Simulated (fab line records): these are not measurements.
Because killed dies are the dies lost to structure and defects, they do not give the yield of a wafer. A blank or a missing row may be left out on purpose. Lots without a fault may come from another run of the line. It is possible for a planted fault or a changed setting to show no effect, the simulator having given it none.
Comparing a struck lot with a sound one ; flow berkeley cmos170 ; 17 steps out of a route of 331
Sound: these wafers, L999.3, L999.4, L999.5. Wafers struck: L101.1, L101.2, L101.6. Last of all comes the cause.
Order at every step that has rows: each side's tool, ch and its chambers, its first start. Under that, the readings that differ: sound wafers ; struck wafers ; difference of the means ; sigmas: that difference in standard deviations of wafers without a fault.
alike: readings whose means differ by less than 2 such deviations, and words and numbers that are the same on both sides. not compared: withheld readings, readings that some wafer has no value for, bounds like >300 that may hide the same value, and numbers for which the record gives no deviation and whose values overlap.
A row with sigmas, a row that says differs or no value, or rows on one side alone: a step with any of these is where the two part. When numbers do not overlap yet have no deviation, they are printed without sigmas and do not part them. A reading missing from all wafers of one side parts the sides only when that side holds two or more wafers.

first, 1 step without rows for these wafers: UCB170_NLDD_IMPLANT_09.
UCB170_NLDD_STRIP_10: strips in O2.
  sound on plasma asher-01 ch 0,1, day 9 13:52; struck on plasma asher-01 ch 0,1, day 10 00:07
  alike: drypump motor current A, oes product au, strip time to endpoint s
  not compared: rf hours counter h
UCB170_NLDD_TW_MEAS_11:
  struck on film metro-04, day 10 00:13; sound on film metro-04, day 9 13:57
  alike: NLDD_TW
then, 1 step without rows for these wafers: UCB170_NLDD_CLEAN_12 (cleans in SPM, time 600 s).
UCB170_SPACER_CVD_00: deposits SiO2 from TEOS/O2, target thk 376 nm, time 47 s.
  sound on pecvd-02 ch 0,1, day 9 14:10; struck on pecvd-04 ch 1,2, day 10 00:27
  alike: heater power w
UCB170_SPACER_THK_MEAS_01:
  struck on film metro-01, day 10 00:29; sound on film metro-03, day 9 14:14
  alike: SPACER_TEOS_THK
then, 1 step without rows for these wafers: UCB170_SPACER_ANNEAL_02 (time 1800 s).
UCB170_SPACER_ETCHBACK_03: etches SiO2 in CHF3/CF4/Ar, stops on Si, target depth 376 nm, time 100 s.
  sound on rie diel-02 ch 0,1, day 9 19:46; struck on rie diel-02 ch 2,3, day 10 06:47
  alike: drypump motor current A, oes product au, throttle valve pct
  not compared: rf hours counter h
then, 4 steps without rows for these wafers: UCB170_PSD_HMDS_00 (prime time 60 s); UCB170_PSD_COAT_01 (resist thk 900 nm); UCB170_PSD_SOFTBAKE_02 (time 60 s); UCB170_PSD_EXPOSE_03 (exposes mask PSELECT MOD, target cd 1200 nm).
UCB170_PSD_PEB_04:
  sound on litho track-04 ch 0, day 9 20:29; struck on litho track-04 ch 0, day 10 08:04
then, 1 step without rows for these wafers: UCB170_PSD_DEVELOP_05 (develop time 45 s).
UCB170_PSD_CD_MEAS_06: target cd 1200 nm.
  struck on cd sem-02, day 10 08:21; sound on cd sem-01, day 9 20:44
  alike: cd nm
UCB170_PSD_OVL_MEAS_07:
  struck on overlay-01, day 10 08:28; sound on overlay-02, day 9 20:50
  alike: PSD_OVL
UCB170_M3_PROBE_99:
  rows exist in the record for the sound wafers here (prober-01, day 11 00:45), none for the struck ones

WHERE THEY PART
Only at UCB170_M3_PROBE_99, as far as this record shows.

WHY: what had been put in by the simulator
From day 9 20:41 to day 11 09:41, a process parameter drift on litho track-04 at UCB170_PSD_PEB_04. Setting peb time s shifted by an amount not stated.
